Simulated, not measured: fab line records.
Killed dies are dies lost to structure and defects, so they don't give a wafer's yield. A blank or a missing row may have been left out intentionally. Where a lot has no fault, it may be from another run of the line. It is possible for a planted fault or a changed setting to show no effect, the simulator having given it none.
2 desks, one fault | flow rit-cmos | what lay behind the numbers comes last; until then each desk has only its own

METROLOGY DESK
What the gauges read, lot by lot, whatever tool the lot ran on: means of the sampled wafers that have a number. Marked OUT: a lot whose mean sits more than 4 standard deviations from the usual mean, which makes it out of limits; the brackets give that distance.
Columns: A = GATE_POLY_THK at RIT_GATE_THK_MEAS_09, usual 250.0 nm; B = cd-nm at RIT_CONTACT_CD_MEAS_08, usual 1000.3 nm; C = cd-nm at RIT_CONTACT_CD_MEAS_90, usual 1000.2 nm
lot  | first seen here | A     | B      | C
L184 | day 2 19:35     | 252.1 | 1000.4 | 1000.2
L185 | day 2 23:17     | 253.6 | 999.6  | 999.3
L186 | day 3 04:21     | 251.3 | 998.0  | 997.9
L187 | day 3 13:46     | 252.1 | 1000.1 | 999.9
L188 | day 3 15:23     | 250.7 | 997.5  | 997.3
L189 | day 3 18:49     | 245.6 | 999.1  | 998.9
L190 | day 4 01:13     | 249.1 | 999.5  | 999.1
L191 | day 4 08:08     | 248.7 | 1001.0 | 1001.1
L192 | day 4 14:08     | 251.9 | 1000.4 | 1000.2
L198 | day 6 01:40     | 249.6 | 999.8  | 999.6
L201 | day 6 07:59     | 250.3 | 998.7  | 998.9
L200 | day 6 16:14     | 249.7 | 1002.0 | 1002.2
L205 | day 7 10:54     | 247.7 | 1000.2 | 1000.3
L206 | day 7 13:57     | 251.0 | 1001.9 | 1001.8
This desk's verdict: no lot among the 14 shows anything out of limits.

TOOL OWNER'S DESK, rie-metal-04
The tool's own readings at RIT_M1_METAL_ETCH_12 (etches Al in Cl2/BCl3, stops on SiO2, time 165 s, target depth 600 nm): means of the sampled wafers that have a number, for each lot that ran on this tool. Marked OUT: a lot whose mean sits more than 4 standard deviations from the usual mean, which makes it out of limits; the brackets give that distance.
Columns: A = drypump-motor-current-A at RIT_M1_METAL_ETCH_12, usual 5.47 A; B = oes-product-au at RIT_M1_METAL_ETCH_12, usual 0.780 a.u.; C = run-length-s at RIT_M1_METAL_ETCH_12, usual 193.5 s; D = throttle-valve-pct at RIT_M1_METAL_ETCH_12, usual 8.35 %
lot  | first seen here | A    | B                | C               | D
L184 | day 3 14:19     | 5.33 | 0.785            | 192.8           | 8.45
L187 | day 4 10:09     | 5.54 | 0.787            | 193.4           | 8.40
L190 | day 4 20:23     | 5.33 | 0.786            | 193.1           | 8.44
L198 | day 6 22:04     | 5.55 | 0.884 (+6.5) OUT | 176.4 (-19) OUT | 8.39
L201 | day 7 04:08     | 5.33 | 0.887 (+6.7) OUT | 176.4 (-19) OUT | 8.42
This desk's finding: out of limits on L198, L201; first on L198, day 6 22:04 (oes-product-au at RIT_M1_METAL_ETCH_12). In limits: L184, L187, L190.

ALL TOGETHER
An alarm could have come from the tool owner's desk at day 6 22:04, on L198, L201.
Metrology desk: nothing out of limits seen.
The metrology desk holds a record of L198, L201, inside its limits.
The lots listed all ran RIT_M1_METAL_ETCH_12 on rie-metal-04.

WHAT THE SIMULATOR HAD PUT IN
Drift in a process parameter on rie-metal-04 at RIT_M1_METAL_ETCH_12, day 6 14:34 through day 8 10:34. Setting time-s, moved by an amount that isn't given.
Lots struck among those shown: L198, L201.
Delay in hours, fault start to first out-of-limits reading, by desk: the tool owner's desk at 8.
